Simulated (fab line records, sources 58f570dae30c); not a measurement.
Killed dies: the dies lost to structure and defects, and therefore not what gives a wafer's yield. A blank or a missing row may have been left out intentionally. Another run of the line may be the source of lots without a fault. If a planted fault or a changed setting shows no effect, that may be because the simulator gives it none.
Split-lot trial	flow berkeley cmos170	5 lots, 23 wafers read, on a route of 331 steps

## SPLIT DETAILS
At UCB170_NLDD_PEB_04, the setting peb temp c was moved away from the recipe's 130 C on 6 of the 23 wafers read, by -2.2% to -1.9%. For the rest of the wafers, this setting stayed at what the recipe calls for.

## FROM THE SPLIT ON TO THE READING: in between, the file shows 1 step
- UCB170_NLDD_DEVELOP_05: develop time 45 s

## THE READING
cd nm, in nm, at UCB170_NLDD_CD_MEAS_06 (target cd 1200 nm). A value of 1200.3 nm with a standard deviation of 1.6 nm is what fault-free wafers of this fab line usually give.

wafer	tool, chamber at the split	peb temp c as run, C	against the recipe	cd nm, nm	against lot-mates on the recipe
L079.2	litho track-02, 0	127.5	-1.9%	1181.0	-19.0
L079.3	litho track-02, 0	130	recipe	1199.9	-
L079.4	litho track-02, 0	127.5	-1.9%	1180.5	-19.5
L079.5	litho track-02, 0	130	recipe	1200.0	-
L079.6	litho track-02, 0	127.5	-1.9%	1180.4	-19.5
L081.1	litho track-01, 0	130	recipe	1200.1	-
L081.2	litho track-01, 0	130	recipe	1200.9	-
L081.3	litho track-01, 0	130	recipe	1201.1	-
L081.4	litho track-01, 0	130	recipe	1201.4	-
L081.6	litho track-01, 0	130	recipe	1200.3	-
L083.1	litho track-04, 0	130	recipe	1199.6	-
L083.4	litho track-04, 0	130	recipe	1200.9	-
L083.5	litho track-04, 0	130	recipe	1200.0	-
L084.2	litho track-01, 0	127.2	-2.2%	1179.0	-22.0
L084.3	litho track-01, 0	130	recipe	1200.5	-
L084.4	litho track-01, 0	127.2	-2.2%	1180.7	-20.3
L084.5	litho track-01, 0	130	recipe	1201.6	-
L084.6	litho track-01, 0	127.2	-2.2%	1178.7	-22.3
L085.1	litho track-04, 0	130	recipe	1199.8	-
L085.2	litho track-04, 0	130	recipe	1200.5	-
L085.3	litho track-04, 0	130	recipe	1200.9	-
L085.4	litho track-04, 0	130	recipe	1199.5	-
L085.5	litho track-04, 0	130	recipe	1200.4	-

THE FIT
A straight line over all 23 wafers: cd nm changes by +9.98 nm for each +1% of peb temp c; r = +1.00; the points scatter about the line by 0.71 nm.
The same after taking each lot's own level away (the mean of its wafers on the recipe; 23 wafers): +10 nm for each +1%; r = +1.00; scatter 0.56 nm.
On that fit, the largest move of peb temp c shifts the reading by 22 nm.
Measured against the standard deviation above, the lots' own levels, which go from 1199.95 to 1201.05 nm, span 0.7 times it.
The two slopes agree, so the slope changes little with the lot-to-lot level.
Check: for one of the wafers moved furthest among these (-2.2%), held out of the fit, the line's prediction against its lot-mates is -21.5 nm. It came out at -22 nm against them.

## THESE WAFERS: OTHER SPLITS
Note: prior to the reading, these wafers also went through further splits. Each is held against what the fit with the lots' levels taken away leaves over:
other split on the same wafers	wafers away from the commonest value	r with cd nm (lot level and that fit taken away)
UCB170_GATE_COAT_07 spin rpm	10	-0.24
UCB170_PLDD_PEB_04 peb temp c	11	-0.01

## FILE'S OWN FIT
cd nm changes by +10 nm for each +1% of peb temp c, r = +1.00.
